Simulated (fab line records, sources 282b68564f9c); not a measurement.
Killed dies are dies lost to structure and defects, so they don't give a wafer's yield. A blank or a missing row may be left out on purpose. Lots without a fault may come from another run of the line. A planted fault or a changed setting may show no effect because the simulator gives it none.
A struck lot beside a sound one | flow rit_cmos | 27 steps out of a route of 202
Sound: wafers L493.1, L493.3, L493.5. Struck: wafers L503.1, L503.4, L503.5. The cause comes at the end.
At each step with rows: each side's tool, then ch and its chambers, then its first start. Under that, the readings that differ: sound wafers | struck wafers | difference of the means | sigmas: that difference in standard deviations of wafers without a fault.
alike: readings whose means differ by less than 2 such deviations, and words and numbers that are the same on both sides. not compared: withheld readings, readings that some wafer has no value for, bounds like >300 that may hide the same value, and numbers for which the record gives no deviation and whose values overlap.
The two part at a step that has a row with sigmas, a row that says differs or no value, or rows on one side only. Numbers that don't overlap but have no deviation are shown without sigmas and don't part them. A reading that every wafer of one side lacks parts them only if that side has two wafers or more.

RIT_SDANNEAL_RTA_03: time 5 s.
  sound on rtp_anneal-02 ch 0, day 4 19:05; struck on rtp_anneal-02 ch 0, day 6 21:31
  alike: wafer_temp_C_max
RIT_SDANNEAL_RS_MEAS_04: measures by four-point-probe.
  sound on film_metro-02, day 4 19:08; struck on film_metro-01, day 6 21:35
  alike: PSD_RS
RIT_SDANNEAL_RS_MEAS_05: measures by four-point-probe.
  sound on film_metro-02, day 4 19:16; struck on film_metro-01, day 6 21:42
  alike: NSD_RS
RIT_SDANNEAL_RS_MEAS_06: measures by four-point-probe.
  sound on film_metro-02, day 4 19:23; struck on film_metro-01, day 6 21:49
  alike: PLDD_RS
RIT_SDANNEAL_RS_MEAS_07: measures by four-point-probe.
  sound on film_metro-02, day 4 19:30; struck on film_metro-01, day 6 21:56
  alike: NLDD_RS
then, 1 step without rows for these wafers: RIT_SILICIDE_WET_ETCH_00 (etches SiO2 in BOE, target depth 14 nm, time 15 s).
RIT_SILICIDE_SPUTTER_01: material Ti, target thk 30 nm, time 240 s.
  sound on pvd_sputter-02, day 4 19:38; struck on pvd_sputter-01, day 6 22:05
  alike: throttle_valve_pct
RIT_SILICIDE_RS_MEAS_02: measures by four-point-probe.
  sound on film_metro-03, day 4 19:47; struck on film_metro-03, day 6 22:14
  alike: SILICIDE_TI_RS
RIT_SILICIDE_THK_MEAS_03: measures by xrf.
  sound on film_metro-03, day 4 19:55; struck on film_metro-03, day 6 22:21
  alike: SILICIDE_TI_THK
RIT_SILICIDE_RTA_04: time 10 s, ramp up 5 s, ramp down 5 s.
  sound on rtp_anneal-01 ch 0, day 4 19:58; struck on rtp_anneal-01 ch 0, day 6 22:25
  alike: wafer_temp_C_max
then, 1 step without rows for these wafers: RIT_SILICIDE_WET_ETCH_05 (etches Ti in SPM, time 120 s).
RIT_SILICIDE_RTA_06: time 10 s, ramp up 5 s, ramp down 10 s.
  sound on rtp_anneal-02 ch 0, day 4 20:04; struck on rtp_anneal-02 ch 0, day 6 22:31
  alike: wafer_temp_C_max
RIT_CONTACT_CVD_00: deposits SiO2 from TEOS, target thk 400 nm, time 61 s.
  sound on pecvd-02 ch 1,2, day 4 20:08; struck on pecvd-01 ch 0,1,2, day 6 22:35
  no value came back on the struck wafers for heater_power_w (W), rf_fwd_power_W (W), time_s (s); on the sound wafers heater_power_w (W) reads 224 307 255
then, 6 steps without rows for these wafers: RIT_CONTACT_HMDS_02 (prime time 60 s); RIT_CONTACT_COAT_03 (resist thk 1000 nm); RIT_CONTACT_SOFTBAKE_04 (time 60 s); RIT_CONTACT_EXPOSE_05 (exposes mask M11, target cd 1000 nm); RIT_CONTACT_PEB_06; RIT_CONTACT_DEVELOP_07 (develop time 120 s).
RIT_CONTACT_CD_MEAS_08: target cd 1000 nm.
  sound on cd_sem-01, day 4 21:32; struck on cd_sem-02, day 6 23:47
  alike: cd_nm
RIT_CONTACT_OVL_MEAS_09:
  sound on overlay-01, day 4 21:40; struck on overlay-02, day 6 23:55
  alike: CONTACT_OVL
then, 1 step without rows for these wafers: RIT_CONTACT_HARDBAKE_10 (time 60 s).
RIT_CONTACT_ETCH_11: etches SiO2 in CHF3/CF4/Ar, stops on TiSi2, target depth 480 nm, time 320 s.
  sound on rie_diel-01 ch 0,1,3, day 4 21:51; struck on rie_diel-02 ch 0,2, day 7 00:05
  reading                             | sound             | struck            | difference | sigmas
  oes_product_au (a.u.)               | 0.995 0.993 0.984 | 0.910 0.923 0.908 | -0.077     | -5
  model.etch.depth_nm (nm)            | 395.4 398.8 399.7 | 0 0 0             | -398       |
  model.CONTACT.feature_depth_nm (nm) | 395.4 398.8 399.7 | 1e-09 1e-09 1e-09 | -4e+02     |
  alike: drypump_motor_current_A, throttle_valve_pct
  not compared: rf_hours_counter_h
RIT_CONTACT_STRIP_12: strips in O2, time 180 s.
  sound on plasma_asher-02 ch 0,1, day 4 22:02; struck on plasma_asher-02 ch 0,1, day 7 00:17
  alike: drypump_motor_current_A
  not compared: rf_hours_counter_h
RIT_CONTACT_CD_MEAS_90: target cd 1000 nm.
  sound on cd_sem-01, day 4 22:13; struck on cd_sem-02, day 7 00:28
  reading    | sound             | struck | difference                    | sigmas
  cd_nm (nm) | 996.5 999.4 997.5 | - - -  | no value on the struck wafers |
then, 1 step without rows for these wafers: RIT_CONTACT_CLEAN_13 (cleans in SC1, time 600 s).
RIT_M1_PROBE_99:
  sound on prober-02, day 5 02:42; struck on prober-02, day 7 05:20
  reading             | sound   | struck      | difference | sigmas
  killed_at_contacts  | 0 0 0   | 261 263 262 | +262       | +99 or more
  killed_at_front_end | 4 15 11 | 3 1 2       | -8         | -2
  killed_dies         | 4 15 11 | 264 264 264 | +254       | +77
  killed_on_rim       | 1 2 5   | 70 70 70    | +67        | +42
  alike: killed_at_M0_to_M3, killed_open, killed_short

WHERE THEY PART
First at RIT_CONTACT_CVD_00; last, within this record, at RIT_M1_PROBE_99.

WHY: what the simulator had put in
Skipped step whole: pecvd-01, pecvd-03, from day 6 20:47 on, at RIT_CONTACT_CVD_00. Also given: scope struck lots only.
